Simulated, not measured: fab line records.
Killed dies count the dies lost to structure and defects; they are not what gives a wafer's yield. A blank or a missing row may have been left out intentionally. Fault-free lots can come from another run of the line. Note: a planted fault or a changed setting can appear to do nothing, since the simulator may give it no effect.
Matching of chambers / flow berkeley_cmos170 / UCB170_START_CLEAN_01 on wet_bench-03: 3 sister chambers
The step cleans in dHF, time 60 s. 3 wafers are shown with their chamber, then 7 later ones without.

== EACH WAFER AND ITS CHAMBER ==
wafer=L802.6; chamber=2; run_length_s (s)=86.1
wafer=L806.5; chamber=3; run_length_s (s)=85.7
wafer=L808.5; chamber=0; run_length_s (s)=86.0

== WAFERS WITH NO CHAMBER GIVEN ==
wafer=L808.6; run_length_s (s)=86.0
wafer=L811.2; run_length_s (s)=86.3
wafer=L811.4; run_length_s (s)=86.3
wafer=L811.6; run_length_s (s)=86.3
wafer=L824.2; run_length_s (s)=86.8
wafer=L824.4; run_length_s (s)=86.8
wafer=L824.6; run_length_s (s)=86.8

== THE CHAMBER EACH PASSED THROUGH ==
wafer=L808.6; from the rows above=can't be placed: 0 or 2 or 3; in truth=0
wafer=L811.2; from the rows above=can't be placed: 2 or 0 or 3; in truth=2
wafer=L811.4; from the rows above=can't be placed: 2 or 0 or 3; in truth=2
wafer=L811.6; from the rows above=can't be placed: 2 or 0 or 3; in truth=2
wafer=L824.2; from the rows above=can't be placed: 2 or 0 or 3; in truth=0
wafer=L824.4; from the rows above=can't be placed: 2 or 0 or 3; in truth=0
wafer=L824.6; from the rows above=can't be placed: 2 or 0 or 3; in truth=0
0 of 7 placed correctly. Not placeable from these rows: 7 (in 7, the candidates include the true chamber). Number placed wrongly: 0.
How it was worked out, from the rows above alone: a wafer's distance from a chamber is the root of the sum, over the readings, of the square of ((its reading less the chamber's mean) divided by the reading's scatter). If the next closest chamber is less than 2 further off than the closest, the wafer can't be placed; otherwise it belongs to the closest. A chamber's mean is the mean of its shown wafers. The scatter (one wafer shown for each chamber): square how far every hidden wafer sits from the nearest shown wafer, average those squares and take the square root.
